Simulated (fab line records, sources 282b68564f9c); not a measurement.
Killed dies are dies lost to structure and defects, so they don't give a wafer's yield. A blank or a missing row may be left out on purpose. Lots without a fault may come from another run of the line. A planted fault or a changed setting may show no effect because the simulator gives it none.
fab line records | flow rit_cmos
record lots=5 wafers=23
route steps=202 shown SPACER@128 SILICIDE@162 M1@188
start_h: hours from the record's first day to the start of the lot's first wafer shown | wait_h: hours since the lot's step before | " the same as in the row above | L1.1+2: a row that stands for several wafers | - no value, or no start given | * or withheld: withheld | < > ~ a bound
route shown NAME@n: a module of which the file shows steps, and the number in the route of the first | usual: mean/standard deviation of fault-free wafers | same: alike in all rows | chamber/n: place in a boat | sites: the reading at each site | _std_site: their standard deviation | _edge_site: outer sites' mean less inner sites' | radius_mm: how far each site lies from the wafer's centre | mask NAME#n: copy n | behind: the tool/chamber that last shaped the wafer | hold: why the lot was held/for how many hours/how that ended | device: the transistor (n, p or np) that didn't switch | end of line: the same wafers' tests at the end of the route | a step without rows: its recipe alone | killed: dies lost to structure and defects at the first sort, not the wafer's yield | map: a wafer's dies, x killed, . not, _ none there
set.NAME: the setting as run; set.NAME@STEP: as run at that earlier step | model.NAME: the simulator's own value behind a step, which no gauge read
lots whose settings were changed on purpose; a table a step, a row a wafer
## steps
# step RIT_SPACER_CVD_03
# recipe material=Si3N4 target_thk_nm=250 temp_c=810 precursor=SiH2Cl2/NH3 time_s=3300 pressure_mtorr=300 sih2cl2_flow_sccm=60 nh3_flow_sccm=150
# columns lot.wafer tool chamber start_h wait_h set.sih2cl2_flow_sccm model.Si3N4_of_SPACER_CVD_03.thk_nm
L078.2 - - - 0.0 54.49 245.6
L078.3 " - " " 54.49 245.1
L078.4 " - " " 54.49 244.2
L078.5 " - " " 54.49 244.7
L078.6 " - " " 54.49 246.1
L079.1 - - - 0.0 55.45 245.9
L079.2 " - " " 55.45 245
L079.3 " - " " 55.45 246.8
L079.4 " - " " 55.45 244.6
L079.6 " - " " 55.45 245.1
L080.1 - - - 0.0 60 250.1
L080.2 " - " " 60 251.5
L080.3 " - " " 60 251
L080.4 " - " " 60 252.7
L080.6 " - " " 60 252.6
L083.1+6 - - - 0.8 63.43 255.8
L083.2 " - " " 63.43 256.4
L083.3 " - " " 63.43 255.7
L083.5 " - " " 63.43 257.7
L085.2 lpcvd-01 1 100.07 0.0 60 248.9
L085.3 " 1 " " 60 249.5
L085.6 " 1 " " 60 248.1
# step RIT_SPACER_THK_MEAS_04
# recipe reads=Si3N4_of_SPACER_CVD_03
# usual SPACER_NITRIDE_THK=252.0/1.7
# columns lot.wafer tool chamber start_h wait_h set.sih2cl2_flow_sccm@SPACER_CVD_03 SPACER_NITRIDE_THK[nm]
L078.2 film_metro-02 - - - 54.49 245.6
L078.3 " - " " 54.49 244.9
L078.4 " - " " 54.49 244.4
L078.5 " - " " 54.49 244.7
L078.6 " - " " 54.49 246.2
L079.1 film_metro-01 - - - 55.45 245.9
L079.2 " - " " 55.45 244.8
L079.3 " - " " 55.45 246.7
L079.4 " - " " 55.45 244.7
L079.6 " - " " 55.45 245.1
L080.1 film_metro-02 - - - 60 250.2
L080.2 " - " " 60 251.6
L080.3 " - " " 60 251.1
L080.4 " - " " 60 252.7
L080.6 " - " " 60 252.4
L083.1 film_metro-01 - - - 63.43 255.8
L083.2 " - " " 63.43 256.3
L083.3 " - " " 63.43 255.8
L083.5 " - " " 63.43 257.8
L083.6 " - " " 63.43 255.9
L085.2 film_metro-02 - 102.95 0.0 60 249.0
L085.3 " - " " 60 249.6
L085.6 " - " " 60 248.1
# step RIT_SPACER_ETCHBACK_05
# recipe target_depth_a=2500 SF6_flow_sccm=30 CHF3_flow_sccm=30 target=Si3N4 chemistry=SF6/CHF3 pressure_mtorr=40 rf_w=250 time_s=240 stop_on=SiO2
# columns lot.wafer tool chamber start_h wait_h set.sih2cl2_flow_sccm@SPACER_CVD_03 model.etch.depth_nm model.Si3N4_of_SPACER_CVD_03.thk_nm
L078.2 rie_diel-02 1 66.90 0.0 54.49 245.6 191.5
L078.3 " 3 " " 54.49 245.1 191.9
L078.4 " 0 " " 54.49 244.2 191.1
L078.5 " 2 " " 54.49 244.7 191.6
L078.6 " 1 " " 54.49 246.1 192.2
L079.1 rie_diel-01 2 70.35 0.1 55.45 245.9 194
L079.2 " 1 " " 55.45 245 192.2
L079.3 " 3 " " 55.45 246.8 193.5
L079.4 " 0 " " 55.45 244.6 191.6
L079.6 " 3 " " 55.45 245.1 192.2
L080.1 rie_diel-01 3 77.45 0.1 60 250.1 196.7
L080.2 " 0 " " 60 251.5 197.3
L080.3 " 2 " " 60 251 198.1
L080.4 " 1 " " 60 252.7 199.1
L080.6 " 0 " " 60 252.6 198.3
L083.1 rie_diel-01 2 94.00 0.1 63.43 255.8 201.7
L083.2 " 0 " " 63.43 256.4 201
L083.3 " 3 " " 63.43 255.7 200.6
L083.5 " 0 " " 63.43 257.7 201.9
L083.6 " 3 " " 63.43 255.8 200.8
L085.2 rie_diel-02 0 103.00 0.0 60 248.9 195.1
L085.3 " 3 " " 60 249.5 195.3
L085.6 " 2 " " 60 248.1 194.3
# step RIT_SILICIDE_SPUTTER_01
# recipe material=Ti target_thk_nm=30 power_w=350 chamber_pressure_pa=0.667 gas=Ar time_s=240 substrate_temp_c=25
# columns lot.wafer tool chamber start_h wait_h set.chamber_pressure_pa model.Ti_of_SILICIDE_SPUTTER_01.thk_nm
L078.2 pvd_sputter-03 - 70.93 0.0 0.7057 29.03
L078.3 " - " " 0.7057 29.6
L078.4 " - " " 0.7057 29.08
L078.5 " - " " 0.7057 29.45
L078.6 " - " " 0.7057 29.35
L079.1 pvd_sputter-02 - 74.59 0.0 0.667 29.48
L079.2 " - " " 0.667 29.71
L079.3 " - " " 0.667 30.11
L079.4 " - " " 0.667 29.72
L079.6 " - " " 0.667 29.82
L080.1 pvd_sputter-03 - 81.37 0.0 0.7559 28.85
L080.2 " - " " 0.7559 28.46
L080.3 " - " " 0.7559 28.69
L080.4 " - " " 0.7559 28.83
L080.6 " - " " 0.7559 28.49
L083.1 pvd_sputter-04 - 98.16 0.0 0.6314 30.61
L083.2 " - " " 0.6314 30.62
L083.3 " - " " 0.6314 30.22
L083.5 " - " " 0.6314 30.36
L083.6 " - " " 0.6314 30.28
L085.2 pvd_sputter-03 - 107.25 0.0 0.667 30.8
L085.3 " - " " 0.667 30.68
L085.6 " - " " 0.667 30.18
# step RIT_SILICIDE_RS_MEAS_02
# recipe thk_meas_gauge=four-point-probe reads=Ti_of_SILICIDE_SPUTTER_01
# usual SILICIDE_TI_RS=47.9/0.54
# columns lot.wafer tool chamber start_h wait_h set.chamber_pressure_pa@SILICIDE_SPUTTER_01 SILICIDE_TI_RS[ohm/sq]
L078.2 film_metro-02 - 71.10 0.1 0.7057 55.5
L078.3 " - " " 0.7057 54.2
L078.4 " - " " 0.7057 55.5
L078.5 " - " " 0.7057 54.6
L078.6 " - " " 0.7057 54.7
L079.1 film_metro-02 - 74.74 0.1 0.667 48.9
L079.2 " - " " 0.667 48.3
L079.3 " - " " 0.667 47.5
L079.4 " - " " 0.667 48.4
L079.6 " - " " 0.667 48.2
L080.1 film_metro-02 - 81.52 0.1 0.7559 64.3
L080.2 " - " " 0.7559 65.6
L080.3 " - " " 0.7559 64.8
L080.4 " - " " 0.7559 64.4
L080.6 " - " " 0.7559 65.5
L083.1 film_metro-03 - 98.31 0.1 0.6314 42.4
L083.2 " - " " 0.6314 42.5
L083.3 " - " " 0.6314 43.0
L083.5 " - " " 0.6314 42.8
L083.6 " - " " 0.6314 43.0
L085.2 film_metro-02 - 107.43 0.1 0.667 46.4
L085.3 " - " " 0.667 46.5
L085.6 " - " " 0.667 47.4
# step RIT_M1_COAT_04
# recipe resist=NOVOLAK spin_rpm=2000 resist_thk_nm=1300
# columns lot.wafer tool chamber start_h wait_h set.resist_thk_nm model.NOVOLAK_of_M1_COAT_04.thk_nm
L078.2 litho_track-02 0 74.53 0.1 1300 1298
L078.3 " 0 " " 1272 1270
L078.4+6 " 0 " " 1272 1268
L078.5 " 0 " " 1300 1296
L079.1 litho_track-03 0 78.19 0.1 1300 1296
L079.2 " 0 " " 1300 1298
L079.3 " 0 " " 1267 1264
L079.4 " 0 " " 1267 1266
L079.6 " 0 " " 1267 1268
L080.1 litho_track-02 0 84.98 0.1 1225 1228
L080.2 " 0 " " 1225 1225
L080.3 " 0 " " 1300 1301
L080.4 " 0 " " 1300 1302
L080.6 " 0 " " 1225 1226
L083.1 litho_track-03 0 101.72 0.1 1300 1300
L083.2 " 0 " " 1300 1302
L083.3 " 0 " " 1300 1301
L083.5+6 " 0 " " 1300 1299
L085.2 litho_track-03 0 110.70 0.1 1300 1299
L085.3 " 0 " " 1300 1305
L085.6 " 0 " " 1300 1302
# step RIT_M1_EXPOSE_06
# recipe mask_id=M12 na=0.6 source_shape=conventional sigma_outer=0.5 target_cd_nm=2600 dose_mj=250
# columns lot.wafer tool chamber start_h wait_h mask set.dose_mj
L078.2+6 iline_stepper-02 0 74.95 0.2 M12#0 250
L078.3+4+5 " 0 " " M12#0 244
L079.1+6 iline_stepper-01 0 78.61 0.2 M12#0 250
L079.2+3+4 " 0 " " M12#0 258.6
L080.1+2+3+4+6 iline_stepper-01 0 85.35 0.2 M12#0 250
L083.1+2+3 iline_stepper-01 0 102.02 0.1 M12#0 238
L083.5+6 " 0 " " M12#0 250
L085.2+3+6 iline_stepper-01 0 111.00 0.1 M12#0 250
# step RIT_M1_PEB_07
# recipe resist=NOVOLAK temp_c=withheld time_s=withheld
# step RIT_M1_DEVELOP_08
# recipe resist=NOVOLAK develop_time_s=68 dev_temp_c=23
# step RIT_M1_CD_MEAS_09
# recipe target_cd_nm=2600
# usual cd_nm=2600.6/1.9
# columns lot.wafer tool chamber start_h wait_h set.resist_thk_nm@M1_COAT_04 set.dose_mj@M1_EXPOSE_06 cd_nm
L078.2 cd_sem-01 - 75.38 - 1300 250 2600.6
L078.3 " - " " 1272 244 2605.6
L078.4 " - " " 1272 244 2604.1
L078.5 " - " " 1300 244 2606.7
L078.6 " - " " 1272 250 2597.9
L079.1 cd_sem-01 - 79.04 - 1300 250 2602.9
L079.2 " - " " 1300 258.6 2593.3
L079.3 " - " " 1267 258.6 2590.2
L079.4 " - " " 1267 258.6 2590.2
L079.6 " - " " 1267 250 2600.6
L080.1 cd_sem-01 - 85.78 - 1225 250 2597.2
L080.2 " - " " 1225 250 2596.7
L080.3 " - " " 1300 250 2600.4
L080.4 " - " " 1300 250 2602.0
L080.6 " - " " 1225 250 2593.6
L083.1 cd_sem-01 - 102.45 - 1300 238 2613.6
L083.2 " - " " 1300 238 2615.0
L083.3 " - " " 1300 238 2614.1
L083.5 " - " " 1300 250 2600.1
L083.6 " - " " 1300 250 2600.2
L085.2 cd_sem-01 - 111.43 - 1300 250 2603.9
L085.3 " - " " 1300 250 2604.2
L085.6 " - " " 1300 250 2601.2
# step RIT_M1_HARDBAKE_11
# recipe resist=NOVOLAK temp_c=140 time_s=120
# columns lot.wafer tool chamber start_h wait_h set.temp_c set.resist_thk_nm@M1_COAT_04 model.NOVOLAK_of_M1_COAT_04.thk_nm
L078.2 litho_track-02 0 75.56 0.1 140 1300 1135
L078.3 " 0 " " 140 1272 1111
L078.4 " 0 " " 143.1 1272 1105
L078.5 " 0 " " 143.1 1300 1130
L078.6 " 0 " " 140 1272 1109
L079.1 litho_track-03 0 79.20 0.0 140 1300 1134
L079.2 " 0 " " 142.8 1300 1131
L079.3 " 0 " " 140 1267 1106
L079.4 " 0 " " 142.8 1267 1104
L079.6 " 0 " " 140 1267 1109
L080.1 litho_track-03 0 85.94 0.0 140 1225 1075
L080.2 " 0 " " 141.1 1225 1070
L080.3 " 0 " " 141.1 1300 1136
L080.4 " 0 " " 140 1300 1138
L080.6 " 0 " " 141.1 1225 1071
L083.1 litho_track-02 0 102.61 0.0 140 1300 1137
L083.2 " 0 " " 140 1300 1139
L083.3 " 0 " " 137.9 1300 1142
L083.5 " 0 " " 137.9 1300 1140
L083.6 " 0 " " 140 1300 1136
L085.2 litho_track-04 0 111.61 0.1 140 1300 1136
L085.3 " 0 " " 140 1300 1141
L085.6 " 0 " " 140 1300 1139
# step RIT_M1_METAL_ETCH_12
# recipe stop_on=SiO2 chemistry=Cl2/BCl3 target=Al time_s=165 over_etch_frac=0.5 pressure_mtorr=100 target_depth_a=6000 rf_w=250 Cl2_flow_sccm=60 bcl3_flow_sccm=50
# columns lot.wafer tool chamber start_h wait_h set.rf_w set.resist_thk_nm@M1_COAT_04 set.dose_mj@M1_EXPOSE_06 model.NOVOLAK_of_M1_COAT_04.thk_nm model.M1.cd_nm
L078.2 rie_metal-01 1 75.77 0.2 227.1 1300 250 828.6 2607
L078.3 " 0 " " 227.1 1272 244 801.3 2608
L078.4 " 1 " " 250 1272 244 769.5 2606
L078.5 " 0 " " 227.1 1300 244 824.7 2610
L078.6 " 1 " " 250 1272 250 770.3 2600
L079.1 rie_metal-04 0 79.45 0.2 250 1300 250 800.3 2601
L079.2 " 1 " " 250 1300 258.6 809.1 2594
L079.3 " 1 " " 250 1267 258.6 782.4 2590
L079.4 " 0 " " 250 1267 258.6 772.5 2590
L079.6 " 1 " " 250 1267 250 785.2 2599
L080.1 rie_metal-02 1 86.19 0.2 250 1225 250 740.5 2598
L080.2 " 0 " " 237.9 1225 250 753.5 2598
L080.3 " 1 " " 250 1300 250 798.5 2601
L080.4 " 0 " " 237.9 1300 250 819.3 2604
L080.6 " 1 " " 237.9 1225 250 755.4 2597
L083.1 rie_metal-02 0 102.86 0.2 250 1300 238 799 2614
L083.2 " 1 " " 250 1300 238 803.9 2617
L083.3 " 0 " " 250 1300 238 806.8 2613
L083.5 " 0 " " 250 1300 250 805.5 2600
L083.6 " 1 " " 250 1300 250 800.8 2603
L085.2 rie_metal-04 1 111.82 0.2 250 1300 250 809.1 2603
L085.3 " 0 " " 250 1300 250 807.8 2603
L085.6 " 0 " " 250 1300 250 805.6 2600
# step RIT_M1_STRIP_13
# recipe chemistry=nmp resist=NOVOLAK temp_c=80 time_s=617 dry=n2_spin
# step RIT_M1_STRIP_14
# recipe chemistry=O2 time_s=180 platen_temp_c=withheld power_w=500 pressure_mtorr=4000 o2_flow_sccm=4000
# step RIT_M1_CD_MEAS_90
# recipe target_cd_nm=2600
# usual cd_nm=2600.6/2
# columns lot.wafer tool chamber start_h wait_h set.dose_mj@M1_EXPOSE_06 cd_nm
L078.2 cd_sem-01 - 76.30 0.1 250 2606.8
L078.3 " - " " 244 2607.4
L078.4 " - " " 244 2605.6
L078.5 " - " " 244 2610.0
L078.6 " - " " 250 2600.1
L079.1 cd_sem-01 - 80.00 0.1 250 2601.5
L079.2 " - " " 258.6 2593.8
L079.3 " - " " 258.6 2589.6
L079.4 " - " " 258.6 2589.7
L079.6 " - " " 250 2598.5
L080.1 cd_sem-02 - 86.70 0.1 250 2598.4
L080.2 " - " " 250 2598.2
L080.3 " - " " 250 2601.2
L080.4 " - " " 250 2604.3
L080.6 " - " " 250 2596.6
L083.1 cd_sem-01 - 103.37 0.1 238 2614.6
L083.2 " - " " 238 2616.7
L083.3 " - " " 238 2613.8
L083.5 " - " " 250 2599.9
L083.6 " - " " 250 2602.9
L085.2 cd_sem-01 - 112.43 0.2 250 2602.8
L085.3 " - " " 250 2603.3
L085.6 " - " " 250 2600.6
# step RIT_M1_ANNEAL_15
# recipe temp_c=450 time_s=1800 ambient=forming_gas_H2N2
# step RIT_M1_PROBE_99
# columns lot.wafer tool chamber start_h wait_h set.pressure_mtorr@ACTIVE_STRIP_14 model.etest.nldd.width_nm model.etest.pldd.width_nm
L078.2 prober-01 - 78.07 0.1 3500 3090 3109
L078.3 prober-01 - 78.12 0.2 3500 3097 3092
L078.4 prober-01 - 78.17 0.2 3500 3105 3094
L078.5 prober-01 - 78.22 0.2 3500 3125 3103
L078.6 prober-01 - 78.27 0.2 3500 3103 3090
L080.1 prober-01 - 88.44 0.1 4316 3273 3272
L080.2 prober-01 - 88.49 0.1 4316 3258 3259
L080.3 prober-01 - 88.54 0.2 4316 3269 3263
L080.4 prober-01 - 88.59 0.2 4316 3264 3284
L080.6 prober-01 - 88.69 0.2 4316 3259 3258
L083.1 prober-02 - 105.54 0.1 4337 3278 3286
L083.2 prober-02 - 105.59 0.1 4337 3269 3271
L083.3 prober-02 - 105.64 0.2 4337 3294 3285
L083.5 prober-02 - 105.74 0.2 4337 3295 3294
L083.6 prober-02 - 105.79 0.2 4337 3277 3277
L085.2 prober-02 - 114.20 0.1 4000 3188 3214
L085.3 prober-02 - 114.25 0.2 4000 3160 3164
L085.6 prober-02 - 114.40 0.2 4000 3201 3222
# killed by level:class
L085.2 GATE:geometric_particle:short=2 SPACER:geometric_particle:short=1
L085.3 FOX1:geometric_particle:open=1 GATE:geometric_particle:open=1 REOX:geometric_particle:open=1 REOX:geometric_particle:short=1 SPACER:geometric_particle:short=1
L085.6 FOX1:geometric_particle:open=3 FOX2:geometric_particle:open=1 GATE:geometric_particle:open=1 SILICIDE:geometric_particle:open=1
## key
split step=RIT_SPACER_CVD_03 setting=sih2cl2_flow_sccm stated=60 by=lot
response step=RIT_SPACER_CVD_03 reading=model.Si3N4_of_SPACER_CVD_03.thk_nm change=+0.738 per=1% r=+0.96
response step=RIT_SPACER_THK_MEAS_04 reading=SPACER_NITRIDE_THK change=+0.744 per=1% r=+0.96
response step=RIT_SPACER_ETCHBACK_05 reading=model.etch.depth_nm change=+0.738 per=1% r=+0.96
response step=RIT_SPACER_ETCHBACK_05 reading=model.Si3N4_of_SPACER_CVD_03.thk_nm change=+0.619 per=1% r=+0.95
split step=RIT_SILICIDE_SPUTTER_01 setting=chamber_pressure_pa stated=0.667 by=lot
response step=RIT_SILICIDE_SPUTTER_01 reading=model.Ti_of_SILICIDE_SPUTTER_01.thk_nm change=-0.0986 per=1% r=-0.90
response step=RIT_SILICIDE_RS_MEAS_02 reading=SILICIDE_TI_RS change=+1.21 per=1% r=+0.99
split step=RIT_M1_COAT_04 setting=resist_thk_nm stated=1300 by=wafer
response step=RIT_M1_COAT_04 reading=model.NOVOLAK_of_M1_COAT_04.thk_nm change=+13 per=1% r=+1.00
response step=RIT_M1_HARDBAKE_11 reading=model.NOVOLAK_of_M1_COAT_04.thk_nm change=+11.1 per=1% r=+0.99
response step=RIT_M1_CD_MEAS_09 reading=cd_nm slope=+0.971 per=1% together_with=dose_mj@M1_EXPOSE_06 explained=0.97
response step=RIT_M1_METAL_ETCH_12 reading=model.NOVOLAK_of_M1_COAT_04.thk_nm slope=+10.7 per=1% together_with=rf_w@M1_METAL_ETCH_12 explained=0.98
split step=RIT_M1_EXPOSE_06 setting=dose_mj stated=250 by=wafer
response step=RIT_M1_CD_MEAS_09 reading=cd_nm change=-2.92 per=1% r=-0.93
response step=RIT_M1_METAL_ETCH_12 reading=model.M1.cd_nm change=-2.63 per=1% r=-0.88
response step=RIT_M1_CD_MEAS_90 reading=cd_nm change=-2.62 per=1% r=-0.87
split step=RIT_M1_HARDBAKE_11 setting=temp_c stated=140 by=wafer
response none clear
split step=RIT_M1_METAL_ETCH_12 setting=rf_w stated=250 by=wafer
response step=RIT_M1_METAL_ETCH_12 reading=model.NOVOLAK_of_M1_COAT_04.thk_nm slope=-3.57 per=1% together_with=resist_thk_nm@M1_COAT_04 explained=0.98
split outside_this_file step=RIT_ACTIVE_STRIP_14 setting=pressure_mtorr
# split outside_this_file: this setting was split too, and the file shows its column; the key of that split is in another file
